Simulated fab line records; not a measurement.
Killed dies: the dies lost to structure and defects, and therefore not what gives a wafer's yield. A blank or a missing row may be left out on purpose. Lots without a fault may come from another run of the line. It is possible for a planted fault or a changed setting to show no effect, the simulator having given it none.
8D (eight disciplines) problem report, filled in by code    flow berkeley cmos170    the parts of the form that need people (team, actions taken, sign-off) are left out

1. PROBLEM STATEMENT
At UCB170_PVT_COAT_01, spin speed rpm averages 1581.7 rpm over 6 wafers from 2 lots, while fault-free wafers read 1499.8 rpm, standard deviation 0.98. That puts it +84 standard deviations away from the usual mean.
The step: resist thk 900 nm.
Seen first at day 10 03:20 on litho track-01, wafer L229.2. At this step, 42 wafers from 14 lots have a number in the record. Rule for "out", or "out of limits": more than 4 standard deviations from the usual mean. All remaining wafers that have a number are taken as sound.

2. WHAT IT IS, WHAT IT ISN'T
question                     is                      is not
which readings at this step  spin speed rpm          -
which lots                   L229, L233              L213, L214, L216, L218, L220, L221, L222, L223, L228, L230, L235, L236
which wafers of those lots   all that have a number  -
read on which tools          litho track-01          litho track-02, litho track-04
when                         from day 10 03:20       up to then (30 sound wafers); but 6 sound wafers of L235, L236 came after

3. THE SUSPECTS, EACH WITH WHAT RULES IT OUT
Counting: a tool at a process step up to the reading stays a suspect if it ran every lot that is out and no sound lot after the first of them.
- plasma asher-02 at UCB170_PFIELD_STRIP_08 (strips in O2): ruled out as a lasting fault. Sound lots L236 ran on it after its first lot that is out, L229 (day 8 08:25).
- litho track-01 at UCB170_PVT_COAT_01 (resist thk 900 nm): kept. All lots that are out passed through it, beginning with L229 at day 10 03:20, and no sound lot followed; its final sound lot before that point was L223 at day 8 21:30. Out on those wafers are its own readings of spin speed rpm.
The count leaves litho track-01 at UCB170_PVT_COAT_01.

4. THE CAUSE (what the simulator had put in)
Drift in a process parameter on litho track-01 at UCB170_PVT_COAT_01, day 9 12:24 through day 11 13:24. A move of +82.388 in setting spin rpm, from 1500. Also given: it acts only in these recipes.
This tool alone remained once counting was done.

5. THE CHAIN OF EFFECTS, in route order
Rows list readings where the struck wafers' mean (over those with a number) sits beyond 3 standard deviations from the usual. Scope: only readings with a usual standard deviation given in the record; hours: median across lots of the time from each lot's start at the first step in this table that gives one to its start at this step; sigmas: change in usual standard deviations.
hours  step                 reading                   usual       on struck wafers  change  sigmas
0      UCB170_PVT_COAT_01   spin speed rpm            1499.8 rpm  1581.7            +81.9   +84
1      UCB170_PVT_STRIP_08  strip time to endpoint s  21.61 s     21.03             -0.58   -12
It contains these process steps:
- UCB170_PVT_COAT_01: resist thk 900 nm.
- UCB170_PVT_STRIP_08: strips in O2.

6. WHAT WOULD HAVE CAUGHT IT SOONER
In this record no reading fell out of limits until day 10 03:20, 15 hours after the fault had begun at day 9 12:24.
